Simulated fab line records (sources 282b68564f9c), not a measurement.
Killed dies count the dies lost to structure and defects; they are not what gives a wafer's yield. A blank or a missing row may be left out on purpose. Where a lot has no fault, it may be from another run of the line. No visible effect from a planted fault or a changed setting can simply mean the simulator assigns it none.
fab line records	flow rit_cmos
record lots=13	wafers=39	last_day=7
route steps=202 shown NSD@140 PSD@143 SILICIDE@164 CONTACT@168 M1@202
lots with no fault: from the same line, run without faults
start_h: the number of hours between the record's first day and the start of the first shown wafer of the lot	wait_h: hours from the lot's prior step to this one	" same as the row above	L1.1+2: one row covering several wafers at once	- either no value or no given start	* or withheld: withheld	< > ~ a bound
route shown NAME@n: NAME is a module with steps in the file, n the number in the route of the first one	usual: mean/standard deviation taken from wafers without a fault	same: alike in all rows	chamber/n: place in a boat	sites: per-site readings	_std_site: their standard deviation	_edge_site: outer sites' mean less inner sites'	radius_mm: how far each site lies from the wafer's centre	mask NAME#n: copy n	behind: the last tool/chamber to shape the wafer	hold: why the lot was held/for how many hours/how that ended	device: which transistor (n, p or np) failed to switch	end of line: the tests these same wafers got at the end of their route	a step given without rows: its recipe and nothing more	killed: dies lost to structure and defects at the first sort, not the wafer's yield	map: dies across one wafer; x = killed, . = not, _ = none there
set.NAME: the setting that was run; set.NAME@STEP: the one run at that earlier step	model.NAME: the simulator's own value behind a step, which no gauge read
route steps across a sampled set of lots; one table per step, one row per wafer
services: the hour from which a tool's chamber was out of use, counted from the record's first day as start_h (under 0 if before that day), plus the number of hours and why
## steps
# step RIT_NSD_STRIP_09
# recipe chemistry=O2	time_s=180	resist=NOVOLAK	platen_temp_c=withheld	power_w=500	pressure_mtorr=4000	o2_flow_sccm=4000
# usual drypump_motor_current_A=5.9/0.35
lot.wafer	tool	chamber	start_h	wait_h	drypump_motor_current_A	rf_hours_counter_h
L334.1	plasma_asher-01	1	49.79	0.1	6.4	38
L334.3	"	0	"	"	5.8	-
L334.4	"	1	"	"	6.4	-
L335.2	plasma_asher-01	0	55.45	0.1	5.8	38
L335.4	"	1	"	"	6.4	-
L335.5	"	0	"	"	5.8	-
L336.1	plasma_asher-01	1	59.91	0.1	6.4	39
L336.3	"	0	"	"	5.8	-
L336.6	"	0	"	"	5.8	-
L337.3	plasma_asher-02	0	67.40	0.1	5.7	-
L337.4	"	1	"	"	5.5	-
L337.6	"	1	"	"	5.5	-
L343.1	plasma_asher-02	1	97.23	0.1	5.5	32
L343.2	"	0	"	"	5.6	32
L343.4	"	0	"	"	5.7	-
L346.3	plasma_asher-01	1	112.90	0.1	6.4	-
L346.5	"	1	"	"	6.4	-
L346.6	"	0	"	"	5.8	-
L347.2	plasma_asher-02	1	116.30	0.1	5.5	34
L347.3	"	1	"	"	5.5	-
L347.4	"	0	"	"	5.7	-
L348.1	plasma_asher-02	0	123.30	0.1	5.6	35
L348.4	"	0	"	"	5.6	-
L348.6	"	0	"	"	5.7	-
L350.1	plasma_asher-01	1	133.25	0.1	6.4	47
L350.4	"	0	"	"	5.8	-
L350.5	"	0	"	"	5.8	-
L352.3	plasma_asher-04	0	140.72	0.1	5.6	-
L352.4	"	1	"	"	6.4	-
L352.5	"	0	"	"	5.6	-
L353.1	plasma_asher-02	1	143.48	0.1	5.5	37
L353.2	"	0	"	"	5.7	37
L353.4	"	1	"	"	5.5	-
L355.3	plasma_asher-01	1	156.19	0.1	6.4	-
L355.4	"	0	"	"	5.8	-
L355.6	"	1	"	"	6.4	-
L357.2	plasma_asher-04	1	168.00	0.1	6.3	5
L357.5	"	1	"	"	6.4	-
L357.6	"	0	"	"	5.6	-
# step RIT_PSD_COAT_01
# recipe resist=NOVOLAK	spin_rpm=3250	resist_thk_nm=1000
# usual spin_speed_rpm=3250.4/2.5
lot.wafer	tool	chamber	start_h	wait_h	spin_speed_rpm
L334.1	litho_track-04	0	50.18	0.1	3251.2
L334.3	"	0	"	"	3250.2
L334.4	"	0	"	"	3256.8
L335.2	litho_track-02	0	55.86	0.1	3249.9
L335.4	"	0	"	"	3251.9
L335.5	"	0	"	"	3250.6
L336.1	litho_track-02	0	60.30	0.1	3249.2
L336.3	"	0	"	"	3244.5
L336.6	"	0	"	"	3249.5
L337.3	litho_track-04	0	67.78	0.1	3251.3
L337.4	"	0	"	"	3253.9
L337.6	"	0	"	"	3250.0
L343.1	litho_track-01	0	97.61	0.1	3253.6
L343.2	"	0	"	"	3253.9
L343.4	"	0	"	"	3251.8
L346.3	litho_track-01	0	113.41	0.1	3376.5
L346.5	"	0	"	"	3374.6
L346.6	"	0	"	"	3379.7
L347.2	litho_track-01	0	116.71	0.1	3379.3
L347.3	"	0	"	"	3377.2
L347.4	"	0	"	"	3374.8
L348.1	litho_track-02	0	123.68	0.1	3248.2
L348.4	"	0	"	"	3246.4
L348.6	"	0	"	"	3250.7
L350.1	litho_track-04	0	133.64	0.1	3249.0
L350.4	"	0	"	"	3254.5
L350.5	"	0	"	"	3248.3
L352.3	litho_track-02	0	141.10	0.1	3250.8
L352.4	"	0	"	"	3250.6
L352.5	"	0	"	"	3248.7
L353.1	litho_track-04	0	143.86	0.1	3247.0
L353.2	"	0	"	"	3253.2
L353.4	"	0	"	"	3244.7
L355.3	litho_track-02	0	156.56	0.1	3250.7
L355.4	"	0	"	"	3247.0
L355.6	"	0	"	"	3251.7
L357.2	litho_track-04	0	168.41	0.1	3251.0
L357.5	"	0	"	"	3248.9
L357.6	"	0	"	"	3256.2
# step RIT_SILICIDE_THK_MEAS_03
# recipe thk_meas_gauge=xrf	reads=Ti_of_SILICIDE_SPUTTER_01
# usual SILICIDE_TI_THK=29.7/0.47
lot.wafer	tool	chamber	start_h	wait_h	SILICIDE_TI_THK[nm]
L334.1	film_metro-02	-	52.78	0.1	29.7
L334.3	"	-	"	"	30.3
L334.4	"	-	"	"	29.8
L335.2	film_metro-04	-	58.33	0.1	29.3
L335.4	"	-	"	"	30.0
L335.5	"	-	"	"	30.0
L336.1	film_metro-02	-	62.79	0.1	30.0
L336.3	"	-	"	"	29.9
L336.6	"	-	"	"	30.1
L337.3	film_metro-02	-	70.27	0.1	29.8
L337.4	"	-	"	"	29.8
L337.6	"	-	"	"	29.8
L343.1	film_metro-03	-	100.40	0.1	29.5
L343.2	"	-	"	"	29.5
L343.4	"	-	"	"	29.6
L346.3	film_metro-03	-	116.21	0.1	30.5
L346.5	"	-	"	"	30.6
L346.6	"	-	"	"	30.2
L347.2	film_metro-02	-	119.30	0.1	29.7
L347.3	"	-	"	"	29.1
L347.4	"	-	"	"	29.6
L348.1	film_metro-02	-	126.16	0.1	29.8
L348.4	"	-	"	"	30.2
L348.6	"	-	"	"	29.6
L350.1	film_metro-03	-	136.36	0.1	29.9
L350.4	"	-	"	"	30.4
L350.5	"	-	"	"	30.4
L352.3	film_metro-02	-	143.55	0.1	29.5
L352.4	"	-	"	"	28.7
L352.5	"	-	"	"	29.5
L353.1	film_metro-03	-	146.62	0.1	29.9
L353.2	"	-	"	"	29.8
L353.4	"	-	"	"	30.6
L355.3	film_metro-03	-	159.00	0.1	29.3
L355.4	"	-	"	"	29.7
L355.6	"	-	"	"	29.4
L357.2	film_metro-03	-	170.88	0.1	28.6
L357.5	"	-	"	"	28.3
L357.6	"	-	"	"	29.1
# step RIT_CONTACT_CVD_00
# recipe material=SiO2	target_thk_nm=400	precursor=TEOS	temp_c=390	time_s=63.48	rf_w=400
# usual heater_power_w=330/61
lot.wafer	tool	chamber	start_h	wait_h	heater_power_w
L334.1	pecvd-01	1	53.01	0.1	381
L334.3	"	2	"	"	365
L334.4	"	1	"	"	374
L335.2	pecvd-03	2	58.55	0.0	287
L335.4	"	2	"	"	291
L335.5	"	0	"	"	384
L336.1	pecvd-02	1	63.02	0.1	422
L336.3	"	0	"	"	190
L336.6	"	0	"	"	208
L337.3	pecvd-01	1	70.55	0.0	366
L337.4	"	2	"	"	392
L337.6	"	1	"	"	374
L343.1	pecvd-01	1	100.63	0.1	341
L343.2	"	1	"	"	350
L343.4	"	1	"	"	372
L346.3	pecvd-01	1	116.45	0.1	382
L346.5	"	2	"	"	388
L346.6	"	1	"	"	386
L347.2	pecvd-03	2	119.52	0.0	257
L347.3	"	0	"	"	391
L347.4	"	1	"	"	324
L348.1	pecvd-02	0	126.40	0.1	244
L348.4	"	1	"	"	398
L348.6	"	2	"	"	339
L350.1	pecvd-03	0	136.60	0.1	348
L350.4	"	2	"	"	262
L350.5	"	1	"	"	313
L352.3	pecvd-01	2	143.79	0.1	358
L352.4	"	1	"	"	298
L352.5	"	1	"	"	325
L353.1	pecvd-03	2	146.85	0.1	243
L353.2	"	0	"	"	345
L353.4	"	1	"	"	292
L355.3	pecvd-01	1	159.25	0.1	291
L355.4	"	2	"	"	299
L355.6	"	2	"	"	334
L357.2	pecvd-02	0	171.11	0.0	193
L357.5	"	1	"	"	413
L357.6	"	2	"	"	363
# step RIT_M1_PROBE_99
# usual killed_at_M0_to_M3=0.0/0.12	killed_at_contacts=0.1/0.25	killed_at_front_end=6.3/2.9	killed_dies=6.4/2.8	killed_on_rim=1.7/1.4	killed_open=3.3/2	killed_short=3.1/2
# same gross_dies=264	killed_at_M4_up=0	killed_at_back_side=0	killed_at_other=0
lot.wafer	tool	chamber	start_h	wait_h	killed_at_M0_to_M3	killed_at_contacts	killed_at_front_end	killed_dies	killed_on_rim	killed_open	killed_short
L334.1	prober-01	-	59.26	0.1	0	0	8	8	3	5	3
L334.3	prober-01	-	59.36	0.2	0	0	12	12	2	11	1
L334.4	prober-01	-	59.41	0.2	0	0	10	10	2	3	7
L335.2	prober-01	-	65.21	0.1	0	0	3	3	1	1	2
L335.4	prober-01	-	65.31	0.2	0	0	6	6	0	4	2
L335.5	prober-01	-	65.36	0.2	0	0	7	7	0	5	2
L336.1	prober-01	-	69.29	0.1	0	1	3	4	0	3	1
L336.3	prober-01	-	69.39	0.2	0	0	9	9	1	5	4
L336.6	prober-01	-	69.54	0.2	0	0	6	6	3	3	3
L337.3	prober-02	-	77.18	0.2	0	0	7	7	2	3	4
L337.4	prober-02	-	77.23	0.2	0	0	4	4	0	2	2
L337.6	prober-02	-	77.33	0.2	0	0	7	7	1	4	3
L343.1	prober-02	-	107.22	0.1	0	0	5	5	1	4	1
L343.2	prober-02	-	107.27	0.1	0	0	5	5	2	2	3
L343.4	prober-02	-	107.37	0.2	0	0	4	4	1	3	1
L346.3	prober-02	-	123.04	0.2	0	0	10	10	2	5	5
L346.5	prober-02	-	123.14	0.2	0	0	4	4	3	2	2
L346.6	prober-02	-	123.19	0.2	0	0	9	9	2	5	4
L347.2	prober-01	-	126.20	0.1	0	0	7	7	3	3	4
L347.3	prober-01	-	126.25	0.2	0	0	1	1	1	1	0
L347.4	prober-01	-	126.30	0.2	0	0	7	7	3	4	3
L348.1	prober-02	-	132.76	0.1	0	0	10	10	6	6	4
L348.4	prober-02	-	132.91	0.2	0	0	10	10	1	3	7
L348.6	prober-02	-	133.01	0.2	0	0	4	4	1	2	2
L350.1	prober-02	-	142.90	0.1	0	0	3	3	0	3	0
L350.4	prober-02	-	143.05	0.2	0	0	7	7	1	5	2
L350.5	prober-02	-	143.10	0.2	0	1	3	4	1	3	1
L352.3	prober-02	-	150.57	0.2	0	0	8	8	2	4	4
L352.4	prober-02	-	150.62	0.2	0	0	5	5	2	3	2
L352.5	prober-02	-	150.67	0.2	0	0	6	6	3	5	1
L353.1	prober-01	-	153.11	0.1	0	0	4	4	1	3	1
L353.2	prober-01	-	153.16	0.1	0	0	10	10	0	3	7
L353.4	prober-01	-	153.26	0.2	0	0	5	5	3	4	1
L355.3	prober-01	-	166.09	0.2	0	0	5	5	1	2	3
L355.4	prober-01	-	166.14	0.2	0	0	2	2	1	1	1
L355.6	prober-01	-	166.24	0.2	0	0	7	7	1	3	4
L357.2	prober-01	-	177.84	0.1	0	0	9	9	3	6	3
L357.5	prober-01	-	177.99	0.2	1	0	5	6	3	5	1
L357.6	prober-01	-	178.04	0.2	0	0	8	8	3	0	8
# killed by level:class
L334.1 REOX:geometric_particle:open=3 GATE:geometric_particle:open=2 REOX:geometric_particle:short=2 GATE:geometric_particle:short=1
L334.3 GATE:geometric_particle:open=7 SPACER:geometric_particle:open=2 FOX1:geometric_particle:open=1 FOX2:geometric_particle:open=1 REOX:geometric_particle:short=1
L334.4 REOX:geometric_particle:short=3 SPACER:geometric_particle:short=3 FOX1:geometric_particle:open=1 GATE:geometric_particle:open=1 SILICIDE:geometric_particle:short=1 SILICIDE:geometric_particle:open=1
L335.2 REOX:geometric_particle:open=1 REOX:geometric_particle:short=1 SPACER:geometric_particle:short=1
L335.4 GATE:geometric_particle:open=2 GATE:geometric_particle:short=1 REOX:geometric_particle:open=1 REOX:geometric_particle:short=1 SPACER:geometric_particle:open=1
L335.5 FOX2:geometric_particle:open=3 REOX:geometric_particle:open=2 FOX1:geometric_particle:short=1 GATE:geometric_particle:short=1
L336.1 GATE:geometric_particle:open=1 GATE:geometric_particle:short=1 REOX:geometric_particle:open=1 CONTACT:geometric_particle:open=1
L336.3 REOX:geometric_particle:open=4 FOX1:geometric_particle:short=2 REOX:geometric_particle:short=2 GATE:geometric_particle:open=1
L336.6 SILICIDE:geometric_particle:open=2 FOX1:geometric_particle:short=1 GATE:geometric_particle:open=1 REOX:geometric_particle:short=1 SPACER:geometric_particle:short=1
L337.3 SILICIDE:geometric_particle:short=2 FOX2:geometric_particle:open=1 GATE:geometric_particle:short=1 GATE:geometric_particle:open=1 REOX:geometric_particle:short=1 REOX:geometric_particle:open=1
L337.4 GATE:geometric_particle:open=2 GATE:geometric_particle:short=1 REOX:geometric_particle:short=1
L337.6 REOX:geometric_particle:open=3 REOX:geometric_particle:short=2 GATE:geometric_particle:open=1 GATE:geometric_particle:short=1
L343.1 GATE:geometric_particle:open=3 FOX1:geometric_particle:short=1 REOX:geometric_particle:open=1
L343.2 FOX1:geometric_particle:short=2 FOX1:geometric_particle:open=1 GATE:geometric_particle:short=1 REOX:geometric_particle:open=1
L343.4 SPACER:geometric_particle:open=2 FOX1:geometric_particle:short=1 GATE:geometric_particle:open=1
L346.3 FOX1:geometric_particle:open=3 REOX:geometric_particle:short=2 FOX2:geometric_particle:open=1 GATE:geometric_particle:open=1 GATE:geometric_particle:short=1 SPACER:geometric_particle:short=1 SILICIDE:geometric_particle:short=1
L346.5 FOX1:geometric_particle:short=2 FOX1:geometric_particle:open=1 REOX:geometric_particle:open=1
L346.6 GATE:geometric_particle:open=3 GATE:geometric_particle:short=2 ACTIVE:geometric_particle:open=1 FOX1:geometric_particle:short=1 FOX2:geometric_particle:open=1 REOX:geometric_particle:short=1
L347.2 FOX1:geometric_particle:short=1 FOX1:geometric_particle:open=1 GATE:geometric_particle:open=1 GATE:geometric_particle:short=1 SPACER:geometric_particle:short=1 SILICIDE:geometric_particle:short=1 SILICIDE:geometric_particle:open=1
L347.3 SILICIDE:geometric_particle:open=1
L347.4 FOX1:geometric_particle:short=3 FOX1:geometric_particle:open=3 SILICIDE:geometric_particle:open=1
L348.1 FOX1:geometric_particle:short=2 SPACER:geometric_particle:open=2 ACTIVE:geometric_particle:short=1 FOX1:geometric_particle:open=1 FOX2:geometric_particle:open=1 GATE:geometric_particle:open=1 GATE:geometric_particle:short=1 REOX:geometric_particle:open=1
L348.4 GATE:geometric_particle:short=3 SPACER:geometric_particle:short=2 FOX1:geometric_particle:open=1 FOX2:geometric_particle:short=1 FOX2:geometric_particle:open=1 SPACER:geometric_particle:open=1 SILICIDE:geometric_particle:short=1
L348.6 GATE:geometric_particle:open=2 FOX1:geometric_particle:short=1 FOX2:geometric_particle:short=1
L350.1 GATE:geometric_particle:open=2 REOX:geometric_particle:open=1
L350.4 GATE:geometric_particle:open=2 FOX1:geometric_particle:open=1 FOX2:geometric_particle:open=1 GATE:geometric_particle:short=1 REOX:geometric_particle:short=1 SPACER:geometric_particle:open=1
L350.5 GATE:geometric_particle:open=2 GATE:geometric_particle:short=1 CONTACT:geometric_particle:open=1
L352.3 SPACER:geometric_particle:open=2 FOX1:geometric_particle:short=1 FOX2:geometric_particle:open=1 GATE:geometric_particle:open=1 GATE:geometric_particle:short=1 SPACER:geometric_particle:short=1 SILICIDE:geometric_particle:short=1
L352.4 GATE:geometric_particle:short=2 FOX1:geometric_particle:open=1 GATE:geometric_particle:open=1 SPACER:geometric_particle:open=1
L352.5 GATE:geometric_particle:open=4 GATE:geometric_particle:short=1 REOX:geometric_particle:open=1
L353.1 GATE:geometric_particle:open=2 SILICIDE:geometric_particle:open=1 SILICIDE:geometric_particle:short=1
L353.2 GATE:geometric_particle:short=3 FOX2:geometric_particle:short=2 FOX1:geometric_particle:short=1 FOX2:geometric_particle:open=1 GATE:geometric_particle:open=1 REOX:geometric_particle:short=1 SILICIDE:geometric_particle:open=1
L353.4 SILICIDE:geometric_particle:open=2 FOX2:geometric_particle:open=1 REOX:geometric_particle:short=1 SPACER:geometric_particle:open=1
L355.3 FOX2:geometric_particle:open=1 GATE:geometric_particle:open=1 GATE:geometric_particle:short=1 REOX:geometric_particle:short=1 SPACER:geometric_particle:short=1
L355.4 GATE:geometric_particle:short=1 SPACER:geometric_particle:open=1
L355.6 FOX1:geometric_particle:open=1 FOX2:geometric_particle:short=1 GATE:geometric_particle:open=1 GATE:geometric_particle:short=1 REOX:geometric_particle:short=1 SPACER:geometric_particle:open=1 SILICIDE:geometric_particle:short=1
L357.2 GATE:geometric_particle:open=2 GATE:geometric_particle:short=2 SPACER:geometric_particle:open=2 FOX1:geometric_particle:open=1 FOX2:geometric_particle:open=1 REOX:geometric_particle:short=1
L357.5 FOX1:geometric_particle:short=1 GATE:geometric_particle:open=1 REOX:geometric_particle:open=1 SPACER:geometric_particle:open=1 SILICIDE:geometric_particle:open=1 M1:geometric_particle:open=1
L357.6 GATE:geometric_particle:short=5 SILICIDE:geometric_particle:short=2 REOX:geometric_particle:short=1
## services
tool	chamber	start_h	hours	kind
pecvd-03	-	66.64	2.3	repair
pecvd-01	2	91.39	12.9	repair
pecvd-03	1	95.04	-	calibration
pecvd-01	-	101.97	5.5	pm
plasma_asher-04	-	108.75	9.0	pm
plasma_asher-04	0	108.75	9.0	vent_cycle
plasma_asher-04	1	108.75	9.0	vent_cycle
plasma_asher-04	0	117.75	-	clean
plasma_asher-04	1	117.75	-	clean
pecvd-03	-	135.77	0.8	repair
pecvd-02	-	157.32	0.5	repair
## key
first_sign step=RIT_PSD_COAT_01	reading=spin_speed_rpm	direction=up	sigmas=50	usual=3250.4	struck=3377.0
effect none on later readings
met_at RIT_PSD_COAT_01
struck_lots L346,L347
tester_left_out L346,L347
not_acting_at RIT_NSD_STRIP_09,RIT_SILICIDE_THK_MEAS_03,RIT_CONTACT_CVD_00
onset_between 97.61 113.41
fault kind=process_parameter_drift	tool=litho_track-01	chamber=-	onset_h=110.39	steps=RIT_PSD_COAT_01	channel=spin_rpm	offset=127.68	shape=step	end_h=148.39	acts_in=these_recipes_only	stated=3250
# tester_left_out: of these lots the tester's yield and bins aren't shown, on N5 and GAA mostly nor the transistor test; their killed dies are dies lost to structure and defects alone, not to doping, threshold or leakage, so they don't give the yield
